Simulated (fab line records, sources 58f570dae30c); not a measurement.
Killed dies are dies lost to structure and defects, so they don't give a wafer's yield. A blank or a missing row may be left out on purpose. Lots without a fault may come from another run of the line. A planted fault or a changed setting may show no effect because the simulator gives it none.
Split-lot experiment | flow berkeley_cmos170 | 5 lots, 23 wafers read, on a route of 331 steps

THE SPLIT
At UCB170_SILICIDE_SPUTTER_01 (material Ti, target thk 30 nm, time 25 s), the setting power_w was moved away from the recipe's 1500 W on 12 of the 23 wafers read, by -6.7% to +8.9%. The other wafers ran this setting at the recipe's value.

FROM THE SPLIT TO THE READING: what the file shows between them, 1 step
- UCB170_SILICIDE_RS_MEAS_02: measures by four-point-probe

THE READING
SILICIDE_TI_THK, in nm, at UCB170_SILICIDE_THK_MEAS_03 (measures by xrf). Fault-free wafers of this fab line usually give 30.1 nm, standard deviation 0.35 nm.

wafer  | tool, chamber at the split | power_w as run, W | against the recipe | SILICIDE_TI_THK, nm | against lot-mates on the recipe
L076.3 | pvd_sputter-04, -          | 1500              | recipe             | 29.5                | -
L076.4 | pvd_sputter-04, -          | 1500              | recipe             | 30.0                | -
L076.6 | pvd_sputter-04, -          | 1500              | recipe             | 30.0                | -
L078.1 | pvd_sputter-03, -          | 1400              | -6.7%              | 27.6                | -2.4
L078.2 | pvd_sputter-03, -          | 1400              | -6.7%              | 27.8                | -2.2
L078.4 | pvd_sputter-03, -          | 1500              | recipe             | 29.8                | -
L078.5 | pvd_sputter-03, -          | 1500              | recipe             | 30.1                | -
L078.6 | pvd_sputter-03, -          | 1400              | -6.7%              | 27.6                | -2.4
L079.1 | pvd_sputter-02, -          | 1500              | recipe             | 29.9                | -
L079.2 | pvd_sputter-02, -          | 1627              | +8.5%              | 32.0                | +2.0
L079.3 | pvd_sputter-02, -          | 1627              | +8.5%              | 32.4                | +2.4
L079.5 | pvd_sputter-02, -          | 1627              | +8.5%              | 32.2                | +2.2
L079.6 | pvd_sputter-02, -          | 1500              | recipe             | 30.1                | -
L080.1 | pvd_sputter-02, -          | 1500              | recipe             | 29.6                | -
L080.2 | pvd_sputter-02, -          | 1634              | +8.9%              | 32.5                | +2.6
L080.3 | pvd_sputter-02, -          | 1634              | +8.9%              | 32.0                | +2.1
L080.5 | pvd_sputter-02, -          | 1500              | recipe             | 30.1                | -
L080.6 | pvd_sputter-02, -          | 1634              | +8.9%              | 32.8                | +2.9
L083.2 | pvd_sputter-04, -          | 1615              | +7.7%              | 32.3                | +2.4
L083.3 | pvd_sputter-04, -          | 1500              | recipe             | 29.8                | -
L083.4 | pvd_sputter-04, -          | 1615              | +7.7%              | 32.2                | +2.4
L083.5 | pvd_sputter-04, -          | 1615              | +7.7%              | 32.0                | +2.1
L083.6 | pvd_sputter-04, -          | 1500              | recipe             | 29.9                | -

THE FIT
A straight line over all 23 wafers: SILICIDE_TI_THK changes by +0.298 nm for each +1% of power_w; r = +0.99; the points scatter about the line by 0.23 nm.
The same after taking each lot's own level away (the mean of its wafers on the recipe; 23 wafers): +0.3 nm for each +1%; r = +0.99; scatter 0.25 nm.
On that fit, the largest move of power_w shifts the reading by 2.7 nm.
The lots' own levels span 29.83 to 30.00 nm, that is 0.5 times the standard deviation above.
So the lot-to-lot level changes the slope little: the two slopes agree.
Check: with one of the wafers moved furthest among these (+8.9%) left out of the fit, the line predicts +2.58 nm for it against its lot-mates. It came out at +2.65 nm against them.

OTHER SPLITS ON THESE WAFERS
These wafers also went through other splits before the reading. Each is held against what the fit with the lots' levels taken away leaves over:
other split on the same wafers     | wafers away from the commonest value | r with SILICIDE_TI_THK (lot level and that fit taken away)
UCB170_ZERO_COAT_01 spin_rpm       | 5                                    | -0.50
UCB170_PWELL_IMPLANT_15 energy_kev | 12                                   | -0.22
UCB170_ACTIVE_EXPOSE_10 dose_mj    | 8                                    | +0.20
UCB170_ACTIVE_PEB_11 peb_temp_c    | 10                                   | +0.25
UCB170_PVT_STRIP_08 o2_flow_sccm   | 6                                    | -0.16
UCB170_PSD_IMPLANT_08 dose_cm2     | 6                                    | +0.07
UCB170_NSD_COAT_01 resist_thk_nm   | 8                                    | +0.13

THE WHOLE CHAIN: every reading that the file lists as answering this split, in the file's order
step                        | what it does                             | reading                                                                           | change (the file's fit)               | r (the file's)
UCB170_SILICIDE_SPUTTER_01  | material Ti, target thk 30 nm, time 25 s | Ti_of_SILICIDE_SPUTTER_01.thk_nm (the simulator's own value, which no gauge read) | +0.292 nm for each +1% of the setting | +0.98
UCB170_SILICIDE_RS_MEAS_02  | measures by four-point-probe             | SILICIDE_TI_RS                                                                    | -0.288 for each +1% of the setting    | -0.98
UCB170_SILICIDE_THK_MEAS_03 | measures by xrf                          | SILICIDE_TI_THK                                                                   | +0.293 for each +1% of the setting    | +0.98

THE FILE'S OWN FIT
SILICIDE_TI_THK changes by +0.293 nm for each +1% of power_w, r = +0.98.
